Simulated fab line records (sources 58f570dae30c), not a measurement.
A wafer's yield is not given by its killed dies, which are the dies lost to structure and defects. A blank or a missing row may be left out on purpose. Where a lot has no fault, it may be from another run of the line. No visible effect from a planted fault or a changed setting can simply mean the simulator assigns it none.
Which tool is to blame? / flow berkeley cmos170 / Sampling: 15 lots, 45 wafers, 5 of 331 route steps

## WHAT EACH GAUGE READ, for each wafer
UCB170_NSD_TW_MEAS_10. Usual: for NSD_TW the level is 4202 and the standard deviation is 58.
lot=L206; measured=day 7 19:42; on=film metro-03; NSD_TW=4239 4243 4236; flag=
lot=L207; measured=day 7 19:49; on=film metro-02; NSD_TW=4094 4093 4090; flag=
lot=L209; measured=day 8 18:17; on=film metro-01; NSD_TW=4265 4249 4255; flag=
lot=L213; measured=day 9 06:07; on=film metro-02; NSD_TW=4138 4145 4115; flag=
lot=L212; measured=day 9 06:20; on=film metro-01; NSD_TW=4289 4264 4277; flag=
lot=L211; measured=day 9 06:36; on=film metro-02; NSD_TW=4122 4135 4143; flag=
lot=L215; measured=day 10 15:59; on=film metro-03; NSD_TW=4233 4242 4249; flag=
lot=L217; measured=day 10 16:57; on=film metro-02; NSD_TW=4149 4136 4122; flag=
lot=L219; measured=day 11 04:32; on=film metro-03; NSD_TW=4185 4183 4224; flag=
lot=L222; measured=day 11 21:05; on=film metro-03; NSD_TW=4216 4206 4203; flag=
lot=L220; measured=day 11 21:20; on=film metro-03; NSD_TW=4221 4235 4185; flag=
lot=L223; measured=day 12 08:07; on=film metro-02; NSD_TW=4132 4116 4147; flag=
lot=L227; measured=day 13 09:58; on=film metro-01; NSD_TW=4263 4255 4264; flag=
lot=L224; measured=day 13 16:20; on=film metro-03; NSD_TW=4238 4226 4214; flag=
lot=L229; measured=day 13 16:37; on=film metro-02; NSD_TW=4139 4127 4146; flag=

UCB170_SDANNEAL_RS_MEAS_03: uses a four-point probe to measure. Usual: for NSD_RS the level is 37.30 ohm/sq and the standard deviation is 0.088.
lot=L206; measured=day 7 21:04; on=film metro-01; NSD_RS (ohm/sq)=37.35 37.29 37.22; flag=
lot=L207; measured=day 7 21:24; on=film metro-02; NSD_RS (ohm/sq)=37.30 37.32 37.20; flag=
lot=L209; measured=day 8 19:34; on=film metro-02; NSD_RS (ohm/sq)=37.37 37.24 37.27; flag=
lot=L213; measured=day 9 07:21; on=film metro-01; NSD_RS (ohm/sq)=37.15 37.19 37.28; flag=
lot=L212; measured=day 9 07:34; on=film metro-02; NSD_RS (ohm/sq)=37.26 37.42 37.38; flag=
lot=L211; measured=day 9 07:50; on=film metro-03; NSD_RS (ohm/sq)=37.28 37.24 37.32; flag=
lot=L215; measured=day 10 17:13; on=film metro-03; NSD_RS (ohm/sq)=37.21 37.26 37.25; flag=
lot=L217; measured=day 10 18:10; on=film metro-02; NSD_RS (ohm/sq)=- - -; flag=OFF
lot=L219; measured=day 11 05:44; on=film metro-01; NSD_RS (ohm/sq)=- - -; flag=OFF
lot=L222; measured=day 11 23:01; on=film metro-01; NSD_RS (ohm/sq)=- - -; flag=OFF
lot=L220; measured=day 11 23:18; on=film metro-02; NSD_RS (ohm/sq)=37.34 37.38 37.29; flag=
lot=L223; measured=day 12 09:33; on=film metro-03; NSD_RS (ohm/sq)=37.27 37.16 37.17; flag=
lot=L227; measured=day 13 11:22; on=film metro-02; NSD_RS (ohm/sq)=37.26 37.13 37.19; flag=
lot=L224; measured=day 13 17:35; on=film metro-03; NSD_RS (ohm/sq)=37.43 37.49 37.34; flag=
lot=L229; measured=day 13 17:53; on=film metro-01; NSD_RS (ohm/sq)=37.12 37.36 37.23; flag=

UCB170_CONTACT_CD_MEAS_90: target cd 700 nm. Usual: 699.9 nm for cd nm, sd 1.4.
lot=L206; measured=day 8 04:16; on=cd sem-01; cd nm (nm)=701.4 702.2 700.0; flag=
lot=L207; measured=day 8 03:53; on=cd sem-01; cd nm (nm)=699.2 700.0 699.5; flag=
lot=L209; measured=day 9 01:02; on=cd sem-01; cd nm (nm)=699.9 698.1 700.1; flag=
lot=L213; measured=day 9 12:14; on=cd sem-02; cd nm (nm)=700.8 700.0 700.9; flag=
lot=L212; measured=day 9 12:32; on=cd sem-01; cd nm (nm)=700.2 698.5 699.9; flag=
lot=L211; measured=day 9 13:55; on=cd sem-02; cd nm (nm)=699.1 699.9 699.7; flag=
lot=L215; measured=day 10 23:41; on=cd sem-02; cd nm (nm)=698.7 697.6 698.2; flag=
lot=L217; measured=day 11 00:16; on=cd sem-01; cd nm (nm)=701.4 700.4 701.0; flag=
lot=L219; measured=day 11 12:10; on=cd sem-01; cd nm (nm)=698.9 699.3 698.8; flag=
lot=L222; measured=day 12 04:59; on=cd sem-01; cd nm (nm)=700.4 700.8 699.3; flag=
lot=L220; measured=day 12 06:43; on=cd sem-02; cd nm (nm)=698.2 698.0 697.8; flag=
lot=L223; measured=day 12 14:48; on=cd sem-01; cd nm (nm)=701.2 700.2 699.0; flag=
lot=L227; measured=day 13 16:35; on=cd sem-01; cd nm (nm)=699.1 701.9 699.7; flag=
lot=L224; measured=day 13 23:59; on=cd sem-01; cd nm (nm)=697.2 698.8 697.9; flag=
lot=L229; measured=day 13 23:38; on=cd sem-01; cd nm (nm)=700.1 698.6 699.2; flag=

UCB170_M1_CD_MEAS_09: target cd 700 nm. Usual: 699.9 nm for cd nm, sd 1.5.
lot=L206; measured=day 8 05:54; on=cd sem-01; cd nm (nm)=701.2 700.1 700.2; flag=
lot=L207; measured=day 8 05:31; on=cd sem-02; cd nm (nm)=698.9 698.9 698.7; flag=
lot=L209; measured=day 9 03:49; on=cd sem-02; cd nm (nm)=700.2 699.3 698.9; flag=
lot=L213; measured=day 9 13:39; on=cd sem-01; cd nm (nm)=697.8 699.2 699.7; flag=
lot=L212; measured=day 9 14:05; on=cd sem-01; cd nm (nm)=699.8 699.8 699.1; flag=
lot=L211; measured=day 9 15:20; on=cd sem-02; cd nm (nm)=700.2 701.5 700.4; flag=
lot=L215; measured=day 11 01:12; on=cd sem-02; cd nm (nm)=701.2 700.3 701.7; flag=
lot=L217; measured=day 11 01:53; on=cd sem-02; cd nm (nm)=700.6 700.8 703.0; flag=
lot=L219; measured=day 11 13:53; on=cd sem-02; cd nm (nm)=698.4 699.5 699.4; flag=
lot=L222; measured=day 12 06:36; on=cd sem-01; cd nm (nm)=700.4 700.7 699.7; flag=
lot=L220; measured=day 12 08:06; on=cd sem-02; cd nm (nm)=701.3 702.3 701.8; flag=
lot=L223; measured=day 12 16:40; on=cd sem-02; cd nm (nm)=702.4 701.7 701.2; flag=
lot=L227; measured=day 13 18:22; on=cd sem-02; cd nm (nm)=699.1 699.1 698.2; flag=
lot=L224; measured=day 14 01:43; on=cd sem-01; cd nm (nm)=698.1 696.8 698.8; flag=
lot=L229; measured=day 14 01:08; on=cd sem-01; cd nm (nm)=699.5 700.2 698.9; flag=

## TOOL THAT RAN EACH LOT (tool first, then ch and the chambers of the sampled wafers, then the start)
lot=L206; UCB170_NSD_IMPLANT_08=implanter-02 ch 0, day 7 19:27
lot=L207; UCB170_NSD_IMPLANT_08=implanter-03 ch 0, day 7 19:34
lot=L209; UCB170_NSD_IMPLANT_08=implanter-02 ch 0, day 8 18:04
lot=L213; UCB170_NSD_IMPLANT_08=implanter-03 ch 0, day 9 05:53
lot=L212; UCB170_NSD_IMPLANT_08=implanter-04 ch 0, day 9 06:05
lot=L211; UCB170_NSD_IMPLANT_08=implanter-02 ch 0, day 9 06:21
lot=L215; UCB170_NSD_IMPLANT_08=implanter-04 ch 0, day 10 15:46
lot=L217; UCB170_NSD_IMPLANT_08=implanter-03 ch 0, day 10 16:42
lot=L219; UCB170_NSD_IMPLANT_08=implanter-03 ch 0, day 11 04:17
lot=L222; UCB170_NSD_IMPLANT_08=implanter-03 ch 0, day 11 20:50
lot=L220; UCB170_NSD_IMPLANT_08=implanter-02 ch 0, day 11 21:05
lot=L223; UCB170_NSD_IMPLANT_08=implanter-02 ch 0, day 12 07:52
lot=L227; UCB170_NSD_IMPLANT_08=implanter-02 ch 0, day 13 09:43
lot=L224; UCB170_NSD_IMPLANT_08=implanter-02 ch 0, day 13 16:07
lot=L229; UCB170_NSD_IMPLANT_08=implanter-04 ch 0, day 13 16:22
- UCB170_NSD_IMPLANT_08

## AS READ BY THE TOOLS THEMSELVES (means over the sampled wafers that have a number; for cases with no such wafer, the mark the record gives instead)
UCB170_NSD_IMPLANT_08. Usual: beam energy keV 40.000, standard deviation 0.012; tilt deg 6.999 degrees, standard deviation 0.021.
lot=L206; tool=implanter-02; beam energy keV=40.013; tilt deg (degrees)=6.992; flag=
lot=L207; tool=implanter-03; beam energy keV=40.010; tilt deg (degrees)=6.980; flag=
lot=L209; tool=implanter-02; beam energy keV=40.000; tilt deg (degrees)=6.998; flag=
lot=L213; tool=implanter-03; beam energy keV=39.996; tilt deg (degrees)=7.000; flag=
lot=L212; tool=implanter-04; beam energy keV=39.992; tilt deg (degrees)=7.017; flag=
lot=L211; tool=implanter-02; beam energy keV=39.996; tilt deg (degrees)=7.018; flag=
lot=L215; tool=implanter-04; beam energy keV=40.007; tilt deg (degrees)=6.964; flag=
lot=L217; tool=implanter-03; beam energy keV=40.001; tilt deg (degrees)=6.190; flag=OFF
lot=L219; tool=implanter-03; beam energy keV=39.998; tilt deg (degrees)=6.145; flag=OFF
lot=L222; tool=implanter-03; beam energy keV=40.010; tilt deg (degrees)=6.179; flag=OFF
lot=L220; tool=implanter-02; beam energy keV=39.994; tilt deg (degrees)=7.009; flag=
lot=L223; tool=implanter-02; beam energy keV=39.985; tilt deg (degrees)=6.982; flag=
lot=L227; tool=implanter-02; beam energy keV=40.001; tilt deg (degrees)=7.003; flag=
lot=L224; tool=implanter-02; beam energy keV=40.010; tilt deg (degrees)=6.989; flag=
lot=L229; tool=implanter-04; beam energy keV=40.014; tilt deg (degrees)=7.010; flag=

## THE ANSWER, worked out from the rows above alone
Rule: a lot is off if the mean of its wafers that have a number lies more than 3 standard deviations from the usual mean. A lot without any number at a reading at which 4 lots or more have one is off too. The other lots that the step has rows for count as sound. Order of review: gauges by route order, followed by the tools' own readings, for which a lot's mean as printed above is used. At the first step where some lot is off, the reading lying furthest off is the one used; lots without a number count as furthest.
Off: L217, L219, L222, seen at UCB170_SDANNEAL_RS_MEAS_03 (NSD_RS). Without a number there: L217, L219, L222.
A tool fits if, at a process step before that reading, it ran every lot that is off, and no sound lot after the first of them. Not tried: the gauges at UCB170_SDANNEAL_RS_MEAS_03; whatever is off there is also off at UCB170_NSD_IMPLANT_08, on other tools, and gauge error can't account for it. One candidate fits, namely implanter-03 at UCB170_NSD_IMPLANT_08. A fault onset in the window from L213 (day 9 05:53, its last sound lot) to L217 (day 10 16:42, its first lot off) fits.
The tool's own readings at UCB170_NSD_IMPLANT_08 bear it out: on the lots that are off they differ by more than 5 times the standard deviation of the sound lots' means. tilt deg reads 6.171 degrees there against 6.997 degrees on the sound lots.

## WHAT THE SIMULATOR PUT IN
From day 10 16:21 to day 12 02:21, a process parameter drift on implanter-03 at UCB170_NSD_IMPLANT_08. Setting tilt deg shifted by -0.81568 from 7. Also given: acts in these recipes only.
Shown lots that were struck: L217, L219, L222. Same finding as the rule above.
